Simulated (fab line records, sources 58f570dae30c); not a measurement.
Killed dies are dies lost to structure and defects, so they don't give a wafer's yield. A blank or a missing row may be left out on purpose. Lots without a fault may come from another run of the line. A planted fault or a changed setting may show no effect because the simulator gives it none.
One fault seen from 2 desks | flow berkeley_cmos170 | each desk has only its own numbers; what lay behind them comes last

THE TOOL OWNER'S DESK: krf_scanner-01
The tool's own readings at UCB170_NWELL_EXPOSE_09 (exposes mask NWELL, target cd 3000 nm): means of the sampled wafers that have a number, for each lot that ran on this tool. A lot is out of limits, marked OUT, if its mean lies more than 4 standard deviations from the usual mean; the brackets give that distance.
Columns: A = reticle_temp_C at UCB170_NWELL_EXPOSE_09, usual 22.99 C
lot  | first seen here | A
L338 | day 2 14:05     | 23.00
L339 | day 2 14:11     | 23.01
L342 | day 3 04:49     | 22.99
L343 | day 3 13:29     | 22.92
L344 | day 3 17:29     | 23.02
L347 | day 4 07:52     | 23.00
L348 | day 4 13:41     | 23.11
L350 | day 4 21:29     | 23.10
This desk's finding: nothing out of limits on any of the 8 lots.

THE METROLOGY DESK
What the gauges read, lot by lot, whatever tool the lot ran on: means of the sampled wafers that have a number. A lot is out of limits, marked OUT, if its mean lies more than 4 standard deviations from the usual mean; the brackets give that distance.
Columns: A = INCOMING_BOW at UCB170_START_BOW_MEAS_00, usual 0 um; B = NWELL_OXIDE_THK at UCB170_NWELL_THK_MEAS_02, usual 26.5 nm; C = NWELL_OVL at UCB170_NWELL_OVL_MEAS_12, usual 4 nm
lot  | first seen here | A  | B    | C
L337 | day 1 10:00     | 3  | 27.0 | 8
L338 | day 1 15:01     | 13 | 26.6 | 9
L339 | day 1 20:00     | -3 | 26.3 | -3
L340 | day 2 01:04     | -2 | 26.8 | 6
L341 | day 2 06:00     | -0 | 26.1 | 2
L342 | day 2 11:00     | 5  | 26.1 | 0
L343 | day 2 16:01     | 6  | 25.4 | 3
L344 | day 2 21:00     | 3  | 27.1 | 1025 (+99 or more) OUT
L347 | day 3 12:04     | 1  | 25.9 | 1026 (+99 or more) OUT
L348 | day 3 17:00     | -1 | 27.1 | 1036 (+99 or more) OUT
L350 | day 4 03:00     | -8 | 26.1 | 1025 (+99 or more) OUT
L352 | day 4 13:00     | 2  | 26.0 | -1
L353 | day 4 18:05     | 7  | 26.3 | -4
L356 | day 5 09:00     | -1 | 26.9 | 2
L358 | day 5 19:00     | 6  | 27.0 | 4
L360 | day 6 05:00     | -5 | 27.2 | 13
This desk's finding: out of limits on L344, L347, L348, L350; first on L344, day 3 17:53 (NWELL_OVL at UCB170_NWELL_OVL_MEAS_12). In limits: L337, L338, L339, L340, L341, L342, L343, L352, L353, L356, L358, L360.

PUT TOGETHER
The metrology desk could have raised an alarm at day 3 17:53, on L344, L347, L348, L350.
The tool owner's desk saw nothing out of limits.
The tool owner's desk has L344, L347, L348, L350 on record, within its limits.
Of the lots named, all ran UCB170_NWELL_EXPOSE_09 on krf_scanner-01.

WHAT THE SIMULATOR HAD PUT IN
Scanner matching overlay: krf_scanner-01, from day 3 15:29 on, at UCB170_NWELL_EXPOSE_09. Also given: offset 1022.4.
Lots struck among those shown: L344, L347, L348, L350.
Hours from the fault's start to each desk's first reading out of limits: the metrology desk, 2.
